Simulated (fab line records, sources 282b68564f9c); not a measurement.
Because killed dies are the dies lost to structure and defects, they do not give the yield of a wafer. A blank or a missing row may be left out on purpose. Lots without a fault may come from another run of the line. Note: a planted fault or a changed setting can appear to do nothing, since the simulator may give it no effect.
fab line records ; flow rit-cmos
record lots=14; wafers=42; last-day=7
route steps=202 shown NSD@139 M1@202
lots that met no fault: from a run of the same line without faults
start-h: hours from the record's first day to the start of the lot's first wafer shown ; wait-h: time in hours since the lot's previous step ; " unchanged from the row above ; L1.1+2: one row covering several wafers at once ; - value missing, or start not given ; * or withheld: withheld ; < > ~ a bound
route shown NAME@n: NAME is a module with steps in the file, n the number in the route of the first one ; usual: mean and standard deviation over wafers with no fault ; same: alike in all rows ; chamber/n: place in a boat ; sites: each site's reading ; _std_site: the standard deviation of these ; _edge_site: the outer-site mean with the inner-site mean subtracted ; radius-mm: how far each site lies from the wafer's centre ; mask NAME#n: copy n ; behind: the last tool/chamber to shape the wafer ; hold: reason for holding the lot/hours on hold/outcome of the hold ; device: the transistor (n, p or np) that didn't switch ; end of line: the route-end tests of the same wafers ; for a step that has no rows: nothing shown but its recipe ; killed: dies that structure and defects cost at the first sort, which is not the same as the wafer's yield ; map: a wafer's dies, x killed, . not, _ none there
set.NAME: the setting as run; set.NAME@STEP: as run at that earlier step ; model.NAME: the simulator's own value behind a step, which no gauge read
steps of the route over a sample of lots; a table a step, a row a wafer
services: the hour from which a tool's chamber was out of use, counted from the record's first day as start-h (under 0 if before that day), plus the number of hours and why
## steps
# step RIT_NSD_IMPLANT_08
# recipe species=P; energy-kev=25; dose-cm2=1e+15; tilt-deg=7
# usual dose-ions-cm2=1.0001e+15/1.1e+12; faraday-current-uA=3138/66; tilt-deg=7.005/0.019
# same implant-ion-amu=31
lot.wafer;tool;chamber;start-h;wait-h;dose-ions-cm2;faraday-current-uA;tilt-deg
L498.1;implanter-04;0;57.24;0.1;9.984e+14;3106;7.004
L498.2;implanter-04;0;57.24;0.1;1.0006e+15;3183;6.998
L498.6;implanter-04;0;57.24;0.1;1.0002e+15;3148;7.023
L499.2;implanter-01;0;62.45;0.1;9.998e+14;3175;6.998
L499.4;implanter-01;0;62.45;0.1;9.989e+14;3208;7.023
L499.5;implanter-01;0;62.45;0.1;9.987e+14;3095;7.017
L500.2;implanter-01;0;65.66;0.1;9.998e+14;3083;6.992
L500.4;implanter-01;0;65.66;0.1;9.99e+14;3200;6.996
L500.6;implanter-01;0;65.66;0.1;9.994e+14;3235;7.008
L502.1;implanter-04;0;78.57;0.1;9.999e+14;3191;6.994
L502.3;implanter-04;0;78.57;0.1;9.991e+14;3009;7.005
L502.6;implanter-04;0;78.57;0.1;9.982e+14;3064;7.032
L503.3;implanter-04;0;82.08;0.1;1.0017e+15;3082;7.031
L503.4;implanter-04;0;82.08;0.1;1.0028e+15;3144;7.010
L503.6;implanter-04;0;82.08;0.1;1.0011e+15;3236;7.017
L506.1;implanter-01;0;100.04;0.1;9.982e+14;3043;7.046
L506.2;implanter-01;0;100.04;0.1;1.0008e+15;3143;7.004
L506.3;implanter-01;0;100.04;0.1;9.98e+14;3180;7.036
L509.1;implanter-03;0;112.04;0.1;1.0006e+15;3183;6.977
L509.5;implanter-03;0;112.04;0.1;1.001e+15;3136;6.986
L509.6;implanter-03;0;112.04;0.1;1.0012e+15;3117;6.991
L510.2;implanter-04;0;114.25;0.1;9.995e+14;3114;7.008
L510.3;implanter-04;0;114.25;0.1;9.994e+14;3150;6.998
L510.4;implanter-04;0;114.25;0.1;1.0004e+15;3137;7.015
L511.2;implanter-03;0;121.52;0.1;9.993e+14;3186;7.025
L511.4;implanter-03;0;121.52;0.1;9.988e+14;3162;7.006
L511.6;implanter-03;0;121.52;0.1;9.984e+14;3230;7.025
L512.1;implanter-03;0;126.69;0.1;1.0002e+15;3110;7.029
L512.2;implanter-03;0;126.69;0.1;1.0017e+15;3143;7.003
L512.6;implanter-03;0;126.69;0.1;1e+15;3137;7.013
L513.1;implanter-04;0;128.90;0.1;9.999e+14;3071;6.983
L513.3;implanter-04;0;128.90;0.1;9.997e+14;3091;6.987
L513.6;implanter-04;0;128.90;0.1;9.997e+14;3136;7.010
L514.2;implanter-04;0;134.90;0.1;1.0554e+15;3336;7.024
L514.3;implanter-04;0;134.90;0.1;1.0559e+15;3352;7.002
L514.4;implanter-04;0;134.90;0.1;1.0535e+15;3308;6.997
L515.1;implanter-01;0;141.25;0.1;9.995e+14;3063;7.018
L515.4;implanter-01;0;141.25;0.1;1.0002e+15;3192;7.010
L515.6;implanter-01;0;141.25;0.1;1.0001e+15;3124;7.008
L516.2;implanter-04;0;143.85;0.1;1.0531e+15;3315;6.977
L516.4;implanter-04;0;143.85;0.1;1.0537e+15;3251;7.002
L516.6;implanter-04;0;143.85;0.1;1.0541e+15;3329;7.011
# step RIT_SDANNEAL_RS_MEAS_05
# recipe thk-meas-gauge=four-point-probe
# usual NSD_RS=84.58/0.25
lot.wafer;tool;chamber;start-h;wait-h;hold;NSD_RS[ohm/sq]
L498.1;film-metro-04;-;59.75;0.1;-;84.18
L498.2;film-metro-04;-;59.75;0.1;-;84.41
L498.6;film-metro-04;-;59.75;0.1;-;84.39
L499.2;film-metro-03;-;64.97;0.1;-;84.49
L499.4;film-metro-03;-;64.97;0.1;-;84.33
L499.5;film-metro-03;-;64.97;0.1;-;84.40
L500.2;film-metro-04;-;68.60;0.1;-;84.58
L500.4;film-metro-04;-;68.60;0.1;-;84.88
L500.6;film-metro-04;-;68.60;0.1;-;84.74
L502.1;film-metro-03;-;80.92;0.1;-;84.73
L502.3;film-metro-03;-;80.92;0.1;-;84.88
L502.6;film-metro-03;-;80.92;0.1;-;84.45
L503.3;film-metro-03;-;84.58;0.1;-;84.85
L503.4;film-metro-03;-;84.58;0.1;-;84.83
L503.6;film-metro-03;-;84.58;0.1;-;84.79
L506.1;film-metro-04;-;102.58;0.1;-;84.63
L506.2;film-metro-04;-;102.58;0.1;-;84.42
L506.3;film-metro-04;-;102.58;0.1;-;84.36
L509.1;film-metro-02;-;114.39;0.1;-;84.31
L509.5;film-metro-02;-;114.39;0.1;-;84.19
L509.6;film-metro-02;-;114.39;0.1;-;84.24
L510.2;film-metro-03;-;116.92;0.1;-;84.98
L510.3;film-metro-03;-;116.92;0.1;-;84.73
L510.4;film-metro-03;-;116.92;0.1;-;84.79
L511.2;film-metro-02;-;123.98;0.1;-;84.25
L511.4;film-metro-02;-;123.98;0.1;-;84.16
L511.6;film-metro-02;-;123.98;0.1;-;84.04
L512.1;film-metro-04;-;129.23;0.1;-;85.00
L512.2;film-metro-04;-;129.23;0.1;-;84.70
L512.6;film-metro-04;-;129.23;0.1;-;85.07
L513.1;film-metro-04;-;131.37;0.1;-;84.51
L513.3;film-metro-04;-;131.37;0.1;-;84.59
L513.6;film-metro-04;-;131.37;0.1;-;84.63
L514.2;film-metro-02;-;137.29;0.1;await-dispo/0.2h/release;81.29
L514.3;film-metro-02;-;137.29;0.1;await-dispo/0.2h/release;81.08
L514.4;film-metro-02;-;137.29;0.1;await-dispo/0.2h/release;81.04
L514.2;film-metro-02;-;137.65;0.3;-;81.17
L514.3;film-metro-02;-;137.65;0.3;-;81.25
L514.4;film-metro-02;-;137.65;0.3;-;81.14
L515.1;film-metro-04;-;144.05;0.1;-;84.19
L515.4;film-metro-04;-;144.05;0.1;-;84.15
L515.6;film-metro-04;-;144.05;0.1;-;84.48
L516.2;film-metro-04;-;146.50;0.1;await-dispo/0.2h/release;81.37
L516.4;film-metro-04;-;146.50;0.1;await-dispo/0.2h/release;81.70
L516.6;film-metro-04;-;146.50;0.1;await-dispo/0.2h/release;81.63
L516.2;film-metro-04;-;146.86;0.3;-;81.38
L516.4;film-metro-04;-;146.86;0.3;-;81.69
L516.6;film-metro-04;-;146.86;0.3;-;81.59
# step RIT_M1_PROBE_99
# usual killed_at_M0_to_M3=0.0/0.12; killed-at-contacts=0.0/0.16; killed-at-front-end=7.1/2.7; killed-dies=7.2/2.7; killed-open=3.5/1.9; killed-short=3.6/1.9
# same gross-dies=264; killed_at_M4_up=0; killed-at-back-side=0; killed-at-other=0
lot.wafer;tool;chamber;start-h;wait-h;killed_at_M0_to_M3;killed-at-contacts;killed-at-front-end;killed-dies;killed-open;killed-short
L515.1;prober-02;-;151.57;0.1;0;0;6;6;3;3
L515.4;prober-02;-;151.72;0.2;0;0;8;8;4;4
L515.6;prober-02;-;151.82;0.2;0;0;10;10;3;7
L514.2;prober-01;-;152.98;0.1;0;0;8;8;4;4
L514.3;prober-01;-;153.03;0.2;0;0;8;8;3;5
L514.4;prober-01;-;153.08;0.2;0;0;5;5;1;4
L516.2;prober-01;-;157.31;0.1;0;0;9;9;3;6
L516.4;prober-01;-;157.41;0.2;0;0;6;6;3;2
L516.6;prober-01;-;157.51;0.2;0;0;10;10;6;4
# killed by level:class
L515.1 GATE:geometric-particle:short=2 SPACER:geometric-particle:open=2 FOX1:geometric-particle:open=1 SPACER:geometric-particle:short=1
L515.4 GATE:geometric-particle:short=2 REOX:geometric-particle:open=2 FOX1:geometric-particle:short=1 SPACER:geometric-particle:short=1 GATE:geometric-particle:open=1 SILICIDE:geometric-particle:open=1
L515.6 GATE:geometric-particle:short=4 SPACER:geometric-particle:short=2 GATE:geometric-particle:open=1 SPACER:geometric-particle:open=1 SILICIDE:geometric-particle:open=1 SILICIDE:geometric-particle:short=1
L514.2 FOX2:geometric-particle:short=2 SPACER:geometric-particle:open=2 FOX1:geometric-particle:short=1 GATE:geometric-particle:open=1 SPACER:geometric-particle:short=1 SILICIDE:geometric-particle:open=1
L514.3 REOX:geometric-particle:short=2 GATE:geometric-particle:short=1 GATE:geometric-particle:open=1 REOX:geometric-particle:open=1 SPACER:geometric-particle:short=1 SILICIDE:geometric-particle:open=1 SILICIDE:geometric-particle:short=1
L514.4 GATE:geometric-particle:short=3 SILICIDE:geometric-particle:short=1 SILICIDE:geometric-particle:open=1
L516.2 FOX2:geometric-particle:short=3 GATE:geometric-particle:short=3 FOX1:geometric-particle:open=2 GATE:geometric-particle:open=1
L516.4 FOX1:geometric-particle:open=2 FOX1:geometric-particle:short=1 GATE:geometric-particle:short=1 GATE:geometric-particle:open=1 NWELL:coat-microbubble-printed=1
L516.6 GATE:geometric-particle:open=4 FOX1:geometric-particle:open=2 GATE:geometric-particle:short=2 FOX1:geometric-particle:short=1 SILICIDE:geometric-particle:short=1
## services
tool;chamber;start-h;hours;kind
implanter-01;-;105.08;2.3;pm
## key
first-sign step=RIT_NSD_IMPLANT_08; reading=dose-ions-cm2; direction=up; sigmas=51; usual=1.0001e+15; struck=1.0543e+15
effect step=RIT_NSD_IMPLANT_08; reading=faraday-current-uA; direction=up; sigmas=2.7; usual=3138; struck=3315
effect step=RIT_SDANNEAL_RS_MEAS_05; reading=visit; direction=added
effect step=RIT_SDANNEAL_RS_MEAS_05; reading=NSD_RS; direction=down; sigmas=13; usual=84.58; struck=81.35
met-at RIT_NSD_IMPLANT_08
struck-lots L514,L516
tester-left-out L514,L516
onset-between 128.90 134.90
fault kind=process-parameter-drift; tool=implanter-04; chamber=-; onset-h=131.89; steps=RIT_NSD_IMPLANT_08; channel=dose-cm2; offset=5.4012e+13; shape=step; end-h=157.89; acts-in=these-recipes-only; stated=1e+15
# tester-left-out: of these lots the tester's yield and bins aren't shown, on N5 and GAA mostly nor the transistor test; their killed dies are dies lost to structure and defects alone, not to doping, threshold or leakage, so they don't give the yield
